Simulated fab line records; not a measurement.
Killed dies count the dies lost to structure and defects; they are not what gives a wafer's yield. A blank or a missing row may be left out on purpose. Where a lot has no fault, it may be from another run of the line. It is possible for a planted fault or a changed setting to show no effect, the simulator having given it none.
fab line records	flow rit_cmos	part 1 of 2: steps 1 to 34 of 48
record: lots: 5	wafers: 15	last_day: 6
route steps=202 shown ACTIVE@3 FOX1@20 FOX2@23 NWELL@28 PWELL@39 WELLDRIVE@50
lots that met no fault: taken from a fault-free run of the same line
start_h: hours from the record's first day to the start of the lot's first wafer shown	wait_h: how many hours have passed since the lot's step before this one	" as in the row above	L1.1+2: one row covering several wafers at once	- no value, or no start was given	* or withheld: withheld	< > ~ a bound
route shown NAME@n: names a module that has steps shown in the file, with the first one's number in the route	usual: the fault-free wafers' mean and standard deviation	same: alike in all rows	chamber/n: place in a boat	sites: each site's reading	_std_site: the standard deviation of these	_edge_site: inner sites' mean taken away from outer sites' mean	radius_mm: for every site, how far away it sits from the centre of the wafer	mask NAME#n: copy n	behind: the most recent tool/chamber to have shaped the wafer	hold: what put the lot on hold/how long, in hours/how the hold closed	device: transistor that didn't switch, given as n, p or np	end of line: the tests these same wafers got at the end of their route	a step given without rows: its recipe and nothing more	killed: at the first sort, the dies lost to defects and structure; wafer yield is something else	map: a wafer's dies, marking killed ones x, the rest . and places with no die _
set.NAME: setting as actually run; set.NAME@STEP: the setting as run at that earlier step	model.NAME: the simulator's own value behind a step, which no gauge read
lots at some steps of the route; a table a step, a row a wafer
services: a tool's chamber out of use, with start hour (start_h, from the record's first day; less than 0 if before it), hours out, and reason
== steps ==
step: RIT_ACTIVE_THK_MEAS_02
recipe: reads: SiO2_of_ACTIVE_OXIDATION_01
usual: ACTIVE_OXIDE_THK: 47.7/0.88
lot.wafer	tool	chamber	start_h	wait_h	ACTIVE_OXIDE_THK[nm]
L075.1	film_metro-03	-	17.86	0.0	48.3
L075.5	"	-	"	"	49.0
L075.6	"	-	"	"	48.1
L079.2	film_metro-02	-	37.06	0.0	47.8
L079.4	"	-	"	"	47.0
L079.6	"	-	"	"	47.5
L089.2	film_metro-03	-	87.06	0.0	46.6
L089.5	"	-	"	"	46.4
L089.6	"	-	"	"	47.1
L090.2	film_metro-02	-	93.47	0.0	46.7
L090.3	"	-	"	"	46.5
L090.4	"	-	"	"	46.3
L091.1	film_metro-02	-	97.05	0.0	47.1
L091.3	"	-	"	"	47.5
L091.6	"	-	"	"	46.6
step: RIT_ACTIVE_CVD_03
recipe: material: Si3N4	target_thk_nm: 150	temp_c: 810	precursor: SiH2Cl2/NH3	time_s: 1500	pressure_mtorr: 300	sih2cl2_flow_sccm: 59.1	nh3_flow_sccm: 150
usual: zone_power_centre_pct: 36/3.8
lot.wafer	tool	chamber	start_h	wait_h	zone_power_centre_pct
L075.1	lpcvd-02	1	17.92	0.1	33
L075.5	"	1	"	"	33
L075.6	"	1	"	"	33
L079.2	lpcvd-01	1	37.11	0.0	43
L079.4	"	1	"	"	43
L079.6	"	1	"	"	43
L089.2	lpcvd-01	1	87.11	0.0	42
L089.5	"	1	"	"	43
L089.6	"	1	"	"	43
L090.2	lpcvd-02	1	93.52	0.0	33
L090.3	"	1	"	"	33
L090.4	"	1	"	"	33
L091.1	lpcvd-01	0	97.11	0.1	35
L091.3	"	0	"	"	35
L091.6	"	0	"	"	35
step: RIT_ACTIVE_THK_MEAS_04
recipe: reads: Si3N4_of_ACTIVE_CVD_03
usual: ACTIVE_NITRIDE_THK: 149.7/1.3
lot.wafer	tool	chamber	start_h	wait_h	ACTIVE_NITRIDE_THK[nm]
L075.1	film_metro-01	-	19.33	0.0	150.7
L075.5	"	-	"	"	150.5
L075.6	"	-	"	"	150.8
L079.2	film_metro-02	-	38.54	0.0	150.0
L079.4	"	-	"	"	149.8
L079.6	"	-	"	"	149.5
L089.2	film_metro-02	-	88.54	0.0	146.4
L089.5	"	-	"	"	146.3
L089.6	"	-	"	"	147.1
L090.2	film_metro-01	-	94.95	0.0	148.9
L090.3	"	-	"	"	150.3
L090.4	"	-	"	"	148.7
L091.1	film_metro-02	-	98.53	0.0	148.5
L091.3	"	-	"	"	149.6
L091.6	"	-	"	"	149.1
step: RIT_ACTIVE_HMDS_05
recipe: prime_time_s: 60	prime_temp_c: 140
lot.wafer	tool	chamber	start_h	wait_h
L075.1+5+6	litho_track-01	0	19.39	0.1
L079.2+4+6	litho_track-03	0	38.62	0.1
L089.2+5+6	litho_track-04	0	88.61	0.1
L090.2+3+4	litho_track-04	0	95.02	0.1
L091.1+3+6	litho_track-03	0	98.59	0.1
step: RIT_ACTIVE_COAT_06
recipe: resist: NOVOLAK	spin_rpm: 3250	resist_thk_nm: 1000
lot.wafer	tool	chamber	start_h	wait_h
L075.1+5+6	litho_track-01	0	19.54	0.1
L079.2+4+6	litho_track-03	0	38.77	0.1
L089.2+5+6	litho_track-04	0	88.77	0.1
L090.2+3+4	litho_track-04	0	95.17	0.1
L091.1+3+6	litho_track-03	0	98.74	0.1
step: RIT_ACTIVE_SOFTBAKE_07
recipe: resist: NOVOLAK	temp_c: 90	time_s: 60
lot.wafer	tool	chamber	start_h	wait_h
L075.1+5+6	litho_track-01	0	19.69	0.1
L079.2+4+6	litho_track-03	0	38.91	0.1
L089.2+5+6	litho_track-04	0	88.92	0.1
L090.2+3+4	litho_track-04	0	95.32	0.1
L091.1+3+6	litho_track-03	0	98.89	0.1
step: RIT_ACTIVE_EXPOSE_08
recipe: mask_id: M1	na: 0.6	source_shape: conventional	sigma_outer: 0.6	target_cd_nm: 1400	dose_mj: 222.6
lot.wafer	tool	chamber	start_h	wait_h	mask
L075.1+5+6	iline_stepper-01	0	19.84	0.1	M1#0
L079.2+4+6	iline_stepper-01	0	39.06	0.1	M1#0
L089.2+5+6	iline_stepper-02	0	89.06	0.1	M1#0
L090.2+3+4	iline_stepper-02	0	95.46	0.1	M1#0
L091.1+3+6	iline_stepper-01	0	99.17	0.2	M1#0
step: RIT_ACTIVE_PEB_09
recipe: resist: NOVOLAK	temp_c: withheld	time_s: withheld
lot.wafer	tool	chamber	start_h	wait_h
L075.1+5+6	litho_track-01	0	19.96	0.1
L079.2+4+6	litho_track-04	0	39.18	0.1
L089.2+5+6	litho_track-03	0	89.18	0.1
L090.2+3+4	litho_track-03	0	95.59	0.1
L091.1+3+6	litho_track-03	0	99.28	0.1
step: RIT_ACTIVE_DEVELOP_10
recipe: resist: NOVOLAK	develop_time_s: 50	dev_temp_c: 23
lot.wafer	tool	chamber	start_h	wait_h
L075.1+5+6	litho_track-01	0	-	-
L079.2+4+6	litho_track-04	0	-	-
L089.2+5+6	litho_track-03	0	-	-
L090.2+3+4	litho_track-03	0	-	-
L091.1+3+6	litho_track-03	0	-	-
step: RIT_ACTIVE_CD_MEAS_11
recipe: target_cd_nm: 1400
usual: cd_nm: 1400.8/2.6
lot.wafer	tool	chamber	start_h	wait_h	cd_nm
L075.1	cd_sem-01	-	20.24	-	1400.7
L075.5	"	-	"	"	1400.1
L075.6	"	-	"	"	1402.1
L079.2	cd_sem-02	-	39.46	-	1401.3
L079.4	"	-	"	"	1401.9
L079.6	"	-	"	"	1400.1
L089.2	cd_sem-02	-	89.46	-	1401.9
L089.5	"	-	"	"	1402.0
L089.6	"	-	"	"	1402.9
L090.2	cd_sem-01	-	95.87	-	1395.2
L090.3	"	-	"	"	1396.8
L090.4	"	-	"	"	1395.7
L091.1	cd_sem-01	-	99.56	-	1402.6
L091.3	"	-	"	"	1402.9
L091.6	"	-	"	"	1402.5
step: RIT_ACTIVE_HARDBAKE_12
recipe: resist: NOVOLAK	temp_c: 140	time_s: 60
lot.wafer	tool	chamber	start_h	wait_h
L075.1+5+6	litho_track-03	0	20.36	0.1
L079.2+4+6	litho_track-01	0	39.58	0.1
L089.2+5+6	litho_track-03	0	89.58	0.1
L090.2+3+4	litho_track-01	0	95.99	0.1
L091.1+3+6	litho_track-01	0	99.68	0.1
step: RIT_ACTIVE_ETCH_13
recipe: stop_on: SiO2	chemistry: SF6	target: Si3N4	time_s: 210	over_etch_frac: 0.4	SF6_flow_sccm: 200	pressure_mtorr: 260	rf_w: 125	target_depth_a: 2100
usual: drypump_motor_current_A: 5.8/0.39	oes_product_au: 0.815/0.012	throttle_valve_pct: 7.48/0.15
lot.wafer	tool	chamber	start_h	wait_h	drypump_motor_current_A	oes_product_au	rf_hours_counter_h	throttle_valve_pct
L075.1	rie_diel-02	1	20.51	0.1	6.5	0.818	143	7.38
L075.5	"	1	"	"	6.5	0.824	-	7.39
L075.6	"	0	"	"	4.7	0.823	-	7.35
L079.2	rie_diel-04	1	39.71	0.1	5.7	0.836	2	7.75
L079.4	"	2	"	"	6.2	0.817	79	7.36
L079.6	"	0	"	"	5.8	0.800	-	7.42
L089.2	rie_diel-04	0	89.71	0.1	5.8	0.797	149	7.41
L089.5	"	2	"	"	6.2	0.807	-	7.35
L089.6	"	3	"	"	5.5	0.794	-	7.38
L090.2	rie_diel-04	0	96.12	0.1	5.8	0.805	149	7.41
L090.3	"	2	"	"	6.2	0.812	80	7.37
L090.4	"	3	"	"	5.5	0.806	154	7.37
L091.1	rie_diel-04	2	99.83	0.1	6.2	0.810	80	7.36
L091.3	"	3	"	"	5.4	0.815	154	7.38
L091.6	"	2	"	"	6.2	0.813	-	7.34
step: RIT_ACTIVE_STRIP_14
recipe: chemistry: O2	time_s: 180	resist: NOVOLAK	platen_temp_c: withheld	power_w: 500	pressure_mtorr: 4000	o2_flow_sccm: 4000
usual: drypump_motor_current_A: 6.2/0.4	rf_refl_power_W: 6.3/1.3
lot.wafer	tool	chamber	start_h	wait_h	drypump_motor_current_A	rf_hours_counter_h	rf_refl_power_W
L075.1	plasma_asher-03	1	20.65	0.1	5.6	38	5.3
L075.5	"	1	"	"	5.6	-	5.4
L075.6	"	0	"	"	6.3	-	6.3
L079.2	plasma_asher-01	1	39.84	0.1	6.4	39	5.5
L079.4	"	0	"	"	6.6	-	6.1
L079.6	"	0	"	"	6.6	-	6.1
L089.2	plasma_asher-01	1	89.84	0.1	6.4	44	5.6
L089.5	"	1	"	"	6.4	-	5.6
L089.6	"	0	"	"	6.6	-	6.0
L090.2	plasma_asher-03	1	96.25	0.1	5.6	46	5.7
L090.3	"	1	"	"	5.6	-	5.5
L090.4	"	0	"	"	6.3	-	6.7
L091.1	plasma_asher-01	0	99.97	0.1	6.6	45	6.0
L091.3	"	1	"	"	6.4	-	5.7
L091.6	"	1	"	"	6.4	-	5.3
step: RIT_ACTIVE_CD_MEAS_90
recipe: target_cd_nm: 1400
usual: cd_nm: 1400.8/2.6
lot.wafer	tool	chamber	start_h	wait_h	cd_nm
L075.1	cd_sem-02	-	20.82	0.1	1400.7
L075.5	"	-	"	"	1400.3
L075.6	"	-	"	"	1402.4
L079.2	cd_sem-01	-	40.04	0.1	1401.0
L079.4	"	-	"	"	1401.5
L079.6	"	-	"	"	1400.3
L089.2	cd_sem-02	-	90.04	0.1	1402.1
L089.5	"	-	"	"	1401.7
L089.6	"	-	"	"	1402.7
L090.2	cd_sem-01	-	96.44	0.1	1395.1
L090.3	"	-	"	"	1396.5
L090.4	"	-	"	"	1396.2
L091.1	cd_sem-02	-	100.14	0.1	1403.0
L091.3	"	-	"	"	1403.1
L091.6	"	-	"	"	1402.0
step: RIT_ACTIVE_CLEAN_15
recipe: chemistry: SC1	mix: 3:3:50	time_s: 600	temp_c: 75
lot.wafer	tool	chamber	start_h	wait_h
L075.1+5+6	wet_bench-04	0	20.94	0.1
L079.2+4+6	wet_bench-01	0	40.14	0.1
L089.2+5+6	wet_bench-04	1	90.14	0.1
L090.2+3+4	wet_bench-04	1	96.54	0.1
L091.1+3+6	wet_bench-04	0	100.26	0.1
step: RIT_ACTIVE_CLEAN_16
recipe: chemistry: dHF	dilution: 50:1	time_s: 30
lot.wafer	tool	chamber	start_h	wait_h
L075.1+5+6	wet_bench-01	2	21.12	0.0
L079.2+4+6	wet_bench-02	3	40.31	0.0
L089.2+5+6	wet_bench-02	0	90.33	0.0
L090.2+3+4	wet_bench-04	2	96.72	0.0
L091.1+3+6	wet_bench-04	0	100.44	0.0
step: RIT_ACTIVE_CLEAN_17
recipe: chemistry: SC2	mix: 3:3:50	time_s: 600	temp_c: 75	dry: n2_spin
lot.wafer	tool	chamber	start_h	wait_h
L075.1+5+6	wet_bench-02	0	21.13	0.0
L079.2+4+6	wet_bench-01	1	40.33	0.0
L089.2+5+6	wet_bench-04	1	90.35	0.0
L090.2+3+4	wet_bench-04	3	96.74	0.0
L091.1+3+6	wet_bench-04	2	100.45	0.0
step: RIT_FOX1_OXIDATION_00
recipe: temp_c: 1107	ambient: H2O	target_thk_a: 3507	p_h2o_torr: 720	ox_time_s: 1130
usual: tube_center_temp_C_max: 1109.9/0.5	zone_power_centre_pct: 58.0/2.5
lot.wafer	tool	chamber	start_h	wait_h	tube_center_temp_C_max	zone_power_centre_pct
L075.1	furnace-01	0	22.59	1.3	1110.2	56.9
L075.5	"	0	"	"	1109.9	56.3
L075.6	"	0	"	"	1109.9	56.5
L079.2	furnace-03	0	41.29	0.8	1110.3	55.9
L079.4	"	0	"	"	1109.3	57.7
L079.6	"	0	"	"	1110.5	57.0
L089.2	furnace-01	0	90.54	0.0	1109.9	56.8
L089.5	"	0	"	"	1110.5	56.5
L089.6	"	0	"	"	1110.6	56.3
L090.2	furnace-03	0	96.91	0.0	1109.3	56.9
L090.3	"	0	"	"	1111.0	57.2
L090.4	"	0	"	"	1109.7	56.5
L091.1	furnace-01	0	100.63	0.0	1109.4	57.1
L091.3	"	0	"	"	1109.1	56.0
L091.6	"	0	"	"	1109.2	56.8
step: RIT_FOX1_THK_MEAS_01
recipe: reads: SiO2_of_FOX1_OXIDATION_00
usual: FOX1_OXIDE_THK: 366/5.3
lot.wafer	tool	chamber	start_h	wait_h	FOX1_OXIDE_THK[nm]
L075.1	film_metro-01	-	23.91	0.0	355
L075.5	"	-	"	"	358
L075.6	"	-	"	"	358
L079.2	film_metro-04	-	42.61	0.0	372
L079.4	"	-	"	"	371
L079.6	"	-	"	"	371
L089.2	film_metro-02	-	91.86	0.0	365
L089.5	"	-	"	"	364
L089.6	"	-	"	"	361
L090.2	film_metro-04	-	98.23	0.0	364
L090.3	"	-	"	"	361
L090.4	"	-	"	"	362
L091.1	film_metro-04	-	101.94	0.0	362
L091.3	"	-	"	"	365
L091.6	"	-	"	"	363
step: RIT_FOX1_WET_ETCH_02
recipe: chemistry: BOE	target_depth_nm: 350	time_s: 390	temp_c: 21.5	dry: n2_spin	dilution: 10:1	target: SiO2
lot.wafer	tool	chamber	start_h	wait_h
L075.1+5+6	wet_bench-03	1	23.97	0.1
L079.2+4+6	wet_bench-03	2	42.66	0.0
L089.2+5+6	wet_bench-02	1	91.91	0.0
L090.2+3+4	wet_bench-03	3	98.28	0.0
L091.1+3+6	wet_bench-03	0	102.00	0.1
step: RIT_FOX2_OXIDATION_00
recipe: temp_c: 1100	ambient: H2O	target_thk_a: 3507	p_h2o_torr: 720	ox_time_s: 1130
usual: tube_center_temp_C_max: 1102.9/0.48	zone_power_centre_pct: 58/4.1
lot.wafer	tool	chamber	start_h	wait_h	tube_center_temp_C_max	zone_power_centre_pct
L075.1	furnace-04	0	24.34	0.3	1102.8	62
L075.5	"	0	"	"	1102.0	63
L075.6	"	0	"	"	1102.6	61
L079.2	furnace-04	0	42.93	0.1	1102.4	63
L079.4	"	0	"	"	1103.1	61
L079.6	"	0	"	"	1103.1	63
L089.2	furnace-01	0	92.03	0.0	1103.2	56
L089.5	"	0	"	"	1103.3	57
L089.6	"	0	"	"	1102.8	56
L090.2	furnace-01	0	98.50	0.1	1102.6	56
L090.3	"	0	"	"	1103.4	57
L090.4	"	0	"	"	1103.0	56
L091.1	furnace-01	0	102.14	0.0	1103.2	57
L091.3	"	0	"	"	1102.8	57
L091.6	"	0	"	"	1102.4	57
step: RIT_FOX2_THK_MEAS_01
recipe: reads: SiO2_of_FOX2_OXIDATION_00
usual: FOX2_OXIDE_THK: 354/7
lot.wafer	tool	chamber	start_h	wait_h	FOX2_OXIDE_THK[nm]
L075.1	film_metro-03	-	25.65	0.0	355
L075.5	"	-	"	"	348
L075.6	"	-	"	"	358
L079.2	film_metro-03	-	44.25	0.0	360
L079.4	"	-	"	"	368
L079.6	"	-	"	"	363
L089.2	film_metro-03	-	93.35	0.0	364
L089.5	"	-	"	"	359
L089.6	"	-	"	"	361
L090.2	film_metro-02	-	99.83	0.0	353
L090.3	"	-	"	"	350
L090.4	"	-	"	"	349
L091.1	film_metro-04	-	103.46	0.0	357
L091.3	"	-	"	"	353
L091.6	"	-	"	"	356
step: RIT_FOX2_CLEAN_02
recipe: chemistry: dHF	dilution: 50:1	time_s: 180
lot.wafer	tool	chamber	start_h	wait_h
L075.1+5+6	wet_bench-04	1	25.71	0.1
L079.2+4+6	wet_bench-02	0	44.30	0.0
L089.2+5+6	wet_bench-03	1	93.40	0.0
L090.2+3+4	wet_bench-04	0	99.88	0.0
L091.1+3+6	wet_bench-03	2	103.52	0.1
step: RIT_FOX2_WET_ETCH_03
recipe: chemistry: H3PO4	target: Si3N4	target_depth_nm: 195	temp_c: 165	time_s: 2700
lot.wafer	tool	chamber	start_h	wait_h
L075.1+5+6	wet_bench-03	2	25.77	0.0
L079.2+4+6	wet_bench-04	3	44.36	0.0
L089.2+5+6	wet_bench-04	2	93.46	0.0
L090.2+3+4	wet_bench-02	2	99.94	0.0
L091.1+3+6	wet_bench-02	3	103.59	0.0
step: RIT_FOX2_THK_MEAS_90
recipe: reads: SiO2_of_FOX2_OXIDATION_00
usual: FIELD_OXIDE_LEFT_1_THK: 327/6.9
lot.wafer	tool	chamber	start_h	wait_h	FIELD_OXIDE_LEFT_1_THK[nm]
L075.1	film_metro-02	-	26.53	0.0	328
L075.5	"	-	"	"	321
L075.6	"	-	"	"	330
L079.2	film_metro-03	-	45.13	0.0	333
L079.4	"	-	"	"	340
L079.6	"	-	"	"	335
L089.2	film_metro-03	-	94.30	0.0	336
L089.5	"	-	"	"	332
L089.6	"	-	"	"	334
L090.2	film_metro-04	-	100.70	0.0	326
L090.3	"	-	"	"	323
L090.4	"	-	"	"	322
L091.1	film_metro-03	-	104.34	0.0	330
L091.3	"	-	"	"	326
L091.6	"	-	"	"	329
step: RIT_NWELL_HMDS_00
recipe: prime_time_s: 60	prime_temp_c: 140
lot.wafer	tool	chamber	start_h	wait_h
L075.1+5+6	litho_track-03	0	26.59	0.1
L079.2+4+6	litho_track-01	0	45.20	0.1
L089.2+5+6	litho_track-03	0	94.38	0.1
L090.2+3+4	litho_track-02	0	100.78	0.1
L091.1+3+6	litho_track-01	0	104.40	0.1
step: RIT_NWELL_COAT_01
recipe: resist: NOVOLAK	spin_rpm: 2000	resist_thk_nm: 1300
lot.wafer	tool	chamber	start_h	wait_h
L075.1+5+6	litho_track-03	0	26.74	0.1
L079.2+4+6	litho_track-01	0	45.35	0.1
L089.2+5+6	litho_track-03	0	94.53	0.1
L090.2+3+4	litho_track-02	0	100.93	0.1
L091.1+3+6	litho_track-01	0	104.55	0.1
step: RIT_NWELL_SOFTBAKE_02
recipe: resist: NOVOLAK	temp_c: 90	time_s: 60
lot.wafer	tool	chamber	start_h	wait_h
L075.1+5+6	litho_track-03	0	26.89	0.1
L079.2+4+6	litho_track-01	0	45.51	0.1
L089.2+5+6	litho_track-03	0	94.68	0.1
L090.2+3+4	litho_track-02	0	101.08	0.1
L091.1+3+6	litho_track-01	0	104.70	0.1
step: RIT_NWELL_EXPOSE_03
recipe: mask_id: M2	na: 0.57	target_cd_nm: 43900	dose_mj: 250
lot.wafer	tool	chamber	start_h	wait_h	mask
L075.1+5+6	iline_stepper-01	0	27.16	0.2	M2#0
L079.2+4+6	iline_stepper-01	0	45.77	0.2	M2#0
L089.2+5+6	iline_stepper-01	0	94.95	0.2	M2#0
L090.2+3+4	iline_stepper-01	0	101.22	0.1	M2#0
L091.1+3+6	iline_stepper-02	0	104.98	0.2	M2#0
step: RIT_NWELL_PEB_04
recipe: resist: NOVOLAK	temp_c: withheld	time_s: withheld
lot.wafer	tool	chamber	start_h	wait_h
L075.1+5+6	litho_track-01	0	27.28	0.1
L079.2+4+6	litho_track-01	0	45.90	0.1
L089.2+5+6	litho_track-02	0	95.07	0.1
L090.2+3+4	litho_track-02	0	101.35	0.1
L091.1+3+6	litho_track-01	0	105.10	0.1
step: RIT_NWELL_DEVELOP_05
recipe: resist: NOVOLAK	develop_time_s: 68	dev_temp_c: 23
lot.wafer	tool	chamber	start_h	wait_h
L075.1+5+6	litho_track-01	0	-	-
L079.2+4+6	litho_track-01	0	-	-
L089.2+5+6	litho_track-02	0	-	-
L090.2+3+4	litho_track-02	0	-	-
L091.1+3+6	litho_track-01	0	-	-
step: RIT_NWELL_OVL_MEAS_06
usual: NWELL_OVL: -0.8/1.4
lot.wafer	tool	chamber	start_h	wait_h	NWELL_OVL[nm]
L075.1	overlay-01	-	27.59	-	-1.5
L075.5	"	-	"	"	-2.4
L075.6	"	-	"	"	-3.0
L079.2	overlay-01	-	46.19	-	-1.0
L079.4	"	-	"	"	-0.1
L079.6	"	-	"	"	-1.1
L089.2	overlay-02	-	95.36	-	-3.5
L089.5	"	-	"	"	-2.8
L089.6	"	-	"	"	-2.8
L090.2	overlay-02	-	101.64	-	-1.7
L090.3	"	-	"	"	-1.2
L090.4	"	-	"	"	0.0
L091.1	overlay-02	-	105.41	-	-0.3
L091.3	"	-	"	"	-1.4
L091.6	"	-	"	"	-1.2
step: RIT_NWELL_HARDBAKE_07
recipe: resist: NOVOLAK	temp_c: 140	time_s: 120
lot.wafer	tool	chamber	start_h	wait_h
L075.1+5+6	litho_track-01	0	27.63	0.0
L079.2+4+6	litho_track-03	0	46.26	0.1
L089.2+5+6	litho_track-01	0	95.43	0.1
L090.2+3+4	litho_track-01	0	101.71	0.1
L091.1+3+6	litho_track-02	0	105.45	0.0
step: RIT_NWELL_IMPLANT_08
recipe: species: P	energy_kev: 170	dose_cm2: 4.953e+13	tilt_deg: 7
lot.wafer	tool	chamber	start_h	wait_h
L075.1+5+6	implanter-02	0	27.88	0.2
L079.2+4+6	implanter-03	0	46.50	0.2
L089.2+5+6	implanter-03	0	95.67	0.2
L090.2+3+4	implanter-04	0	101.95	0.2
L091.1+3+6	implanter-04	0	105.70	0.2
